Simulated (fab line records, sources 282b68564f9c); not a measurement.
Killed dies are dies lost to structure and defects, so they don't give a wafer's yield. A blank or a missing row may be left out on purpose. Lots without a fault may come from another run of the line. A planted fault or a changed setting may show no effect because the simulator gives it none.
Problem report in the 8D (eight disciplines) form, filled by code | flow rit_cmos | the parts of the form that need people (team, actions taken, sign-off) are left out

1. THE PROBLEM
M1_AL_RS at RIT_M1_RS_MEAS_01 reads a mean of 0.0989 ohm/sq on 1 wafer of 1 lot; wafers without a fault read 0.0737 ohm/sq with a standard deviation of 0.00078. That is +32 standard deviations from the usual mean.
The step: measures by four-point-probe.
First seen on wafer L894.1, day 6 13:42, on film_metro-03. The record holds 13 wafers of 5 lots with a number at this step. Rule for "out", or "out of limits": more than 4 standard deviations from the usual mean. The other wafers with a number count as sound.

2. WHAT IT IS AND WHAT IT IS NOT
question                    | is                     | is not
which readings at this step | M1_AL_RS               | -
which lots                  | L894                   | L881, L886, L897, L899
which wafers of those lots  | all that have a number | -
read on which gauges        | film_metro-03          | film_metro-04
when                        | from day 6 13:42       | up to then (6 sound wafers); but 6 sound wafers of L897, L899 came after

3. SUSPECTS, AND WHAT RULES EACH OUT
Counting: a tool at a process step up to the reading stays a suspect if it ran every lot that is out and no sound lot after the first of them.
- the gauge at RIT_M1_RS_MEAS_01: ruled out. All the wafers that are out were read on film_metro-03, but those of them that RIT_M1_SPUTTER_00 has rows for are out there too, on other tools.
- rie_diel-01 at RIT_CONTACT_ETCH_11 (etches SiO2 in CHF3/CF4/Ar, stops on TiSi2, target depth 480 nm, time 320 s): ruled out as a lasting fault. Sound lots L899 ran on it after its first lot that is out, L894 (day 6 12:33).
- plasma_asher-02 at RIT_CONTACT_STRIP_12 (strips in O2, time 180 s): ruled out as a lasting fault. Sound lots L897 ran on it after its first lot that is out, L894 (day 6 12:44).
- pvd_sputter-01 at RIT_M1_SPUTTER_00 (material Al, target thk 400 nm, time 500 s): kept. It ran the lot that is out, L894 (day 6 13:24), and no sound lot after that; its last sound lot up to then is L886 (day 4 20:25). Its own readings are out on those wafers: cathode_dc_power_W.
Left after counting: pvd_sputter-01 at RIT_M1_SPUTTER_00.

4. THE CAUSE (what the simulator had put in)
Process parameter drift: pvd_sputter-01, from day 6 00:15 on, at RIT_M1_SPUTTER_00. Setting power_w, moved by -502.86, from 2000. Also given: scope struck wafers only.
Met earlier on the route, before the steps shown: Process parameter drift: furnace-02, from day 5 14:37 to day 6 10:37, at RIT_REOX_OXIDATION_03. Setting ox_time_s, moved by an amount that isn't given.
Counting left only this tool.

5. THE CHAIN OF EFFECTS, in route order
Each row: a reading whose mean over the struck wafers that have a number lies more than 3 standard deviations from the usual. Only readings for which the record gives a usual standard deviation are gone through. hours: the time from each lot's start at the first step in this table that gives one to its start at this step, as a median over the lots. sigmas: the change in usual standard deviations.
hours | step                 | reading            | usual         | on struck wafers | change  | sigmas
0     | RIT_M1_SPUTTER_00    | cathode_dc_power_W | 2000.0 W      | 1497.0           | -503.0  | -99 or more
0     | RIT_M1_RS_MEAS_01    | M1_AL_RS           | 0.0737 ohm/sq | 0.0989           | +0.0252 | +32
0     | RIT_M1_THK_MEAS_02   | M1_AL_THK          | 394 nm        | 297              | -97     | -19
2     | RIT_M1_METAL_ETCH_12 | oes_product_au     | 0.777 a.u.    | 0.675            | -0.102  | -9.3
The process steps in it:
- RIT_M1_SPUTTER_00: material Al, target thk 400 nm, time 500 s.
- RIT_M1_METAL_ETCH_12: etches Al in Cl2/BCl3, stops on SiO2, time 165 s, target depth 600 nm.
Later measuring or inspecting steps at which every struck wafer that the step has a row for has a number for every such reading, and none has moved that far: RIT_M1_CD_MEAS_09, RIT_M1_OVL_MEAS_10.

6. WHAT WOULD HAVE CAUGHT IT SOONER
In this record the first reading out of limits at a measuring or inspecting step was taken at day 6 13:42, 13 hours after the fault began at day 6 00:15.
The tool's own readings at RIT_M1_SPUTTER_00 were out on every struck wafer that the step has a row for (cathode_dc_power_W): an alarm limit on them would have fired on the first of those.
All the lots that are out (1) had begun RIT_M1_SPUTTER_00 on pvd_sputter-01 by day 6 13:42. A hold on the tool at that time would have spared none of them.
